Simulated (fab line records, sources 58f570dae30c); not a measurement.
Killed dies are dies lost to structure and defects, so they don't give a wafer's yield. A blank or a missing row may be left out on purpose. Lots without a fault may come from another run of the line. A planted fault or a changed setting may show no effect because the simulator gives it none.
Which tool did it? | flow berkeley_cmos170 | 13 lots, 38 wafers sampled, at 3 steps of a route of 331

WHAT THE GAUGES READ, wafer by wafer
UCB170_SILICIDE_RS_MEAS_02: measures by four-point-probe.
lot  | measured     | on            | SILICIDE_TI_RS (ohm/sq)
L798 | day 7 02:13  | film_metro-01 | 26.3 26.3 26.3
L799 | day 7 17:24  | film_metro-02 | 26.0 26.3 26.4
L800 | day 7 20:22  | film_metro-01 | 25.9 25.4 26.0
L803 | day 8 00:45  | film_metro-01 | 25.9 25.7 25.7
L805 | day 8 23:11  | film_metro-03 | 26.0 26.2 26.0
L807 | day 8 23:19  | film_metro-02 | 26.5 26.4 26.5
L808 | day 9 04:24  | film_metro-01 | 25.7 25.7 25.9
L809 | day 9 05:14  | film_metro-03 | 26.0 26.1 26.2
L811 | day 9 13:44  | film_metro-02 | 26.5 26.4 26.2
L810 | day 9 14:19  | film_metro-03 | 16.9 26.2 17.0 26.4
L814 | day 10 11:29 | film_metro-02 | 25.9 26.0 26.2
L818 | day 11 04:29 | film_metro-02 | 25.9 25.9 25.8
L819 | day 11 04:36 | film_metro-01 | 26.0 25.8 26.2

UCB170_SILICIDE_THK_MEAS_03: measures by xrf.
lot  | measured     | on            | SILICIDE_TI_THK (nm)
L798 | day 7 02:20  | film_metro-01 | 30.2 30.2 30.1
L799 | day 7 17:31  | film_metro-02 | 30.3 29.7 29.9
L800 | day 7 20:28  | film_metro-01 | 30.7 31.1 30.4
L803 | day 8 00:52  | film_metro-01 | 30.7 30.9 30.7
L805 | day 8 23:19  | film_metro-03 | 30.4 30.2 30.3
L807 | day 8 23:26  | film_metro-02 | 29.9 29.8 29.9
L808 | day 9 04:31  | film_metro-01 | 30.9 30.7 30.5
L809 | day 9 05:21  | film_metro-03 | 30.3 30.0 30.3
L811 | day 9 13:51  | film_metro-02 | 29.8 29.9 30.0
L810 | day 9 19:07  | film_metro-03 | 43.8 30.3 44.0 30.2
L814 | day 10 11:36 | film_metro-02 | 30.3 30.3 30.2
L818 | day 11 04:37 | film_metro-02 | 30.3 30.2 30.4
L819 | day 11 04:43 | film_metro-01 | 30.2 30.7 30.3

WHICH TOOL RAN EACH LOT (tool, then ch and the chambers of the sampled wafers, then the start)
lot  | UCB170_SILICIDE_SPUTTER_01
L798 | pvd_sputter-04, day 7 02:11
L799 | pvd_sputter-03, day 7 17:22
L800 | pvd_sputter-03, day 7 20:19
L803 | pvd_sputter-04, day 8 00:42
L805 | pvd_sputter-03, day 8 23:10
L807 | pvd_sputter-01, day 8 23:17
L808 | pvd_sputter-04, day 9 04:22
L809 | pvd_sputter-03, day 9 05:12
L811 | pvd_sputter-03, day 9 13:42
L810 | pvd_sputter-03, day 9 14:17
L814 | pvd_sputter-04, day 10 11:27
L818 | pvd_sputter-01, day 11 04:28
L819 | pvd_sputter-04, day 11 04:34
- UCB170_SILICIDE_SPUTTER_01: material Ti, target thk 30 nm, time 25 s.

WHAT THE TOOLS THEMSELVES READ (means of the sampled wafers that have a number; where no wafer has one, the mark that the record gives instead)
UCB170_SILICIDE_SPUTTER_01.
lot  | tool           | throttle_valve_pct (%)
L798 | pvd_sputter-04 | 31.7
L799 | pvd_sputter-03 | 29.6
L800 | pvd_sputter-03 | 29.5
L803 | pvd_sputter-04 | 30.7
L805 | pvd_sputter-03 | 30.0
L807 | pvd_sputter-01 | 29.3
L808 | pvd_sputter-04 | 30.1
L809 | pvd_sputter-03 | 30.0
L811 | pvd_sputter-03 | 29.7
L810 | pvd_sputter-03 | 30.2
L814 | pvd_sputter-04 | 30.3
L818 | pvd_sputter-01 | 29.7
L819 | pvd_sputter-04 | 30.4

THE ANSWER, worked out from the rows above alone
Rule: what is usual is taken from the lots themselves. Put in order of their means at a reading, lots are off if they are a third of the lots or fewer, leave a main group of 4 or more, and stand apart from it by a gap of 3 or more times the standard deviation of the main group's means; of several such gaps the widest counts. A main group whose means are all the same, to the digits that the tables above print for the reading, isn't used. A lot without any number at a reading at which 4 lots or more have one is off too. The other lots that the step has rows for count as sound. The gauges are gone through in route order, then the tools' own readings, and for those a lot's mean is taken as printed above. The first step at which some lot is off is used, and at that step the reading that is off furthest; a lot without a number counts as furthest.
Off: L810, at UCB170_SILICIDE_RS_MEAS_02 (SILICIDE_TI_RS). The main group: mean 26.1 ohm/sq, standard deviation 0.23.
A tool fits if, at a process step before that reading, it ran every lot that is off, and no sound lot after the first of them. The gauges at UCB170_SILICIDE_RS_MEAS_02 are tried like those tools. Can't be told from this: 2 tools fit, pvd_sputter-03 at UCB170_SILICIDE_SPUTTER_01, film_metro-03 at UCB170_SILICIDE_RS_MEAS_02.

WHAT THE SIMULATOR HAD PUT IN
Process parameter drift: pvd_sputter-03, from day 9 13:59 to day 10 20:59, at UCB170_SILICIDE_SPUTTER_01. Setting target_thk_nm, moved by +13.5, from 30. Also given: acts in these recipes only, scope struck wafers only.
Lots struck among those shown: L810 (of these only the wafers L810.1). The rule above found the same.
